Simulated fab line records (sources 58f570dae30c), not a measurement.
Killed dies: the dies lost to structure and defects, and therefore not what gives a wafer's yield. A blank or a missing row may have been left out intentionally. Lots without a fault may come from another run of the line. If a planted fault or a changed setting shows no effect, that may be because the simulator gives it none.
The tool behind it: which one? ; flow berkeley-cmos170 ; 42 wafers from 14 lots sampled at 3 of the route's 331 steps

== WHAT THE GAUGES SHOWED, per wafer ==
UCB170_M1_OVL_MEAS_10.
lot;measured;on;M1_OVL (nm)
L107;day 8 12:10;overlay-02;-8 -2 -5
L113;day 9 13:21;overlay-01;4 -1 2
L112;day 9 13:37;overlay-01;-6 1 -8
L114;day 10 00:17;overlay-01;-1 -3 -7
L115;day 10 13:52;overlay-01;-6 -6 -6
L118;day 10 20:38;overlay-02;-6 -9 -11
L116;day 10 22:49;overlay-01;-4 -9 -5
L117;day 10 23:49;overlay-01;2 -2 5
L121;day 11 10:07;overlay-01;-6 2 0
L123;day 12 01:37;overlay-01;0 7 -1
L124;day 12 02:20;overlay-01;0 -7 -6
L122;day 12 02:35;overlay-02;-20 -8 -14
L126;day 13 05:30;overlay-01;-2 -3 7
L129;day 13 05:50;overlay-01;-12 -10 -15

UCB170_V1_THK_MEAS_04.
lot;measured;on;V1_POLISHED_THK (nm)
L107;day 8 14:34;film-metro-01;1001.2 998.8 1001.5
L113;day 9 15:46;film-metro-04;1000.5 998.2 999.3
L112;day 9 17:06;film-metro-01;999.8 1001.1 1001.7
L114;day 10 02:42;film-metro-01;999.3 1000.6 1002.0
L115;day 10 16:20;film-metro-02;1002.5 998.5 1000.6
L118;day 10 23:07;film-metro-02;1000.5 1001.5 999.8
L116;day 11 01:13;film-metro-01;1000.6 1000.3 1000.9
L117;day 11 02:32;film-metro-01;999.0 999.5 999.6
L121;day 11 12:33;film-metro-02;1000.8 1000.9 1000.4
L123;day 12 04:08;film-metro-01;999.3 1000.2 1002.4
L124;day 12 05:46;film-metro-01;1000.6 1000.9 1000.3
L122;day 12 05:28;film-metro-02;1001.1 1000.4 999.2
L126;day 13 08:02;film-metro-04;1001.8 1000.3 1003.8
L129;day 13 09:23;film-metro-04;1002.6 999.9 1003.6

== EACH LOT AND THE TOOL THAT RAN IT (in order: tool; ch and the chambers of the sampled wafers; start) ==
lot;UCB170_V1_CMP_02
L107;cmp-02 ch 0,1, day 8 14:08
L113;cmp-01 ch 0,1, day 9 15:23
L112;cmp-01 ch 0,1,2, day 9 16:41
L114;cmp-01 ch 0,2, day 10 02:19
L115;cmp-02 ch 0,1,2, day 10 15:55
L118;cmp-02 ch 0,1,2, day 10 22:44
L116;cmp-01 ch 0,1, day 11 00:47
L117;cmp-01 ch 0,1, day 11 02:07
L121;cmp-01 ch 0,2,3, day 11 12:08
L123;cmp-02 ch 0,1,3, day 12 03:43
L124;cmp-01 ch 1,2,3, day 12 05:20
L122;cmp-02 ch 1,3, day 12 05:05
L126;cmp-02 ch 0,1,3, day 13 07:37
L129;cmp-02 ch 0,2,3, day 13 08:56
- UCB170_V1_CMP_02: polishes SiO2.

== AS READ BY THE TOOLS THEMSELVES (means over the sampled wafers that have a number; for cases with no such wafer, the mark the record gives instead) ==
UCB170_V1_CMP_02.
lot;tool;motor-current-A (A);platen-rpm (rpm);slurry-flow-ml-min
L107;cmp-02;14.9;60.05;150.5
L113;cmp-01;14.4;60.00;149.8
L112;cmp-01;14.6;59.96;149.9
L114;cmp-01;14.0;60.00;149.9
L115;cmp-02;16.2;60.03;150.1
L118;cmp-02;15.8;59.98;150.0
L116;cmp-01;14.3;59.99;150.2
L117;cmp-01;14.3;59.99;149.4
L121;cmp-01;15.9;60.00;150.2
L123;cmp-02;15.1;60.03;150.1
L124;cmp-01;16.1;59.96;150.0
L122;cmp-02;15.3;60.05;150.0
L126;cmp-02;15.2;59.97;149.9
L129;cmp-02;16.1;60.02;149.9

== THE ANSWER, worked out from the rows above alone ==
Rule: the usual values come from the lots themselves. The widest of any qualifying gaps counts: lots, ordered by their means at a reading, are off when they make up no more than a third of the lots, leave a main group of 4 or more, and stand apart from it by 3 or more times the standard deviation of that group's means. The tables above print the reading to a certain number of digits; a main group whose means all agree to those digits is not used. A lot without any number at a reading at which 4 lots or more have one is off too. Any other lot the step has rows for is counted as sound. First the gauges in route order, then the tools' own readings, where a lot's mean is used as printed above. At the first step where some lot is off, the reading lying furthest off is the one used; lots without a number count as furthest.
None of the lots is off at any reading shown; this tells nothing.

== WHAT THE SIMULATOR PUT IN ==
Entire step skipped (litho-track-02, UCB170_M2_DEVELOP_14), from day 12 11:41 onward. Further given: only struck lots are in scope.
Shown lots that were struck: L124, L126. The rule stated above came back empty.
